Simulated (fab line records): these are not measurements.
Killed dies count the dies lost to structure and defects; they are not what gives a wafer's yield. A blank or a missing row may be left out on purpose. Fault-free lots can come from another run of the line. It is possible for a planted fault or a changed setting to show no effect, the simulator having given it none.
Which tool did it? ; flow berkeley-cmos170 ; Sampling: 7 lots, 21 wafers, 2 of 331 route steps

WHAT EACH GAUGE READ, for each wafer
UCB170_NSD_TW_MEAS_10.
lot;measured;on;NSD_TW
L122;day 8 05:23;film-metro-03;4157 4181 4175
L125;day 8 19:13;film-metro-04;4189 4189 4166
L126;day 9 10:29;film-metro-04;4193 4197 4199
L132;day 9 21:29;film-metro-02;298 286 280
L134;day 10 19:13;film-metro-04;4205 4200 4217
L136;day 11 14:15;film-metro-04;4235 4218 4219
L139;day 11 21:28;film-metro-04;4208 4210 4202

WHICH TOOL RAN EACH LOT (tool, then ch and the chambers of the sampled wafers, then the start)
lot;UCB170_NSD_DEVELOP_05
L122;litho-track-04 ch 0, day 8 04:00
L125;litho-track-04 ch 0, day 8 18:00
L126;litho-track-04 ch 0, day 9 09:00
L132;litho-track-02 ch 0, day 9 20:00
L134;litho-track-04 ch 0, day 10 18:00
L136;litho-track-03 ch 0, day 11 13:00
L139;litho-track-04 ch 0, day 11 20:00
- UCB170_NSD_DEVELOP_05: develop time 45 s.

THE ANSWER, worked out from the rows above alone
Rule: usual is defined by the lots themselves. Put in order of their means at a reading, lots are off if they are a third of the lots or fewer, leave a main group of 4 or more, and stand apart from it by a gap of 3 or more times the standard deviation of the main group's means; of several such gaps the widest counts. A main group is skipped when, at the precision printed for the reading in the tables above, its means are all equal. A lot without any number at a reading at which 4 lots or more have one is off too. Where the step has rows for the other lots, those lots are counted as sound.
Off: at UCB170_NSD_TW_MEAS_10 (NSD_TW), L132. The main group: mean 4198, standard deviation 18.
If a tool, at a process step before that reading, ran all the lots that are off and no sound lot after the first of them, it fits. Those tools and the gauges at UCB170_NSD_TW_MEAS_10 are tried in the same way. Undecided on this evidence; 2 tools fit (litho-track-02 at UCB170_NSD_DEVELOP_05, film-metro-02 at UCB170_NSD_TW_MEAS_10).

WHAT WAS PUT IN BY THE SIMULATOR
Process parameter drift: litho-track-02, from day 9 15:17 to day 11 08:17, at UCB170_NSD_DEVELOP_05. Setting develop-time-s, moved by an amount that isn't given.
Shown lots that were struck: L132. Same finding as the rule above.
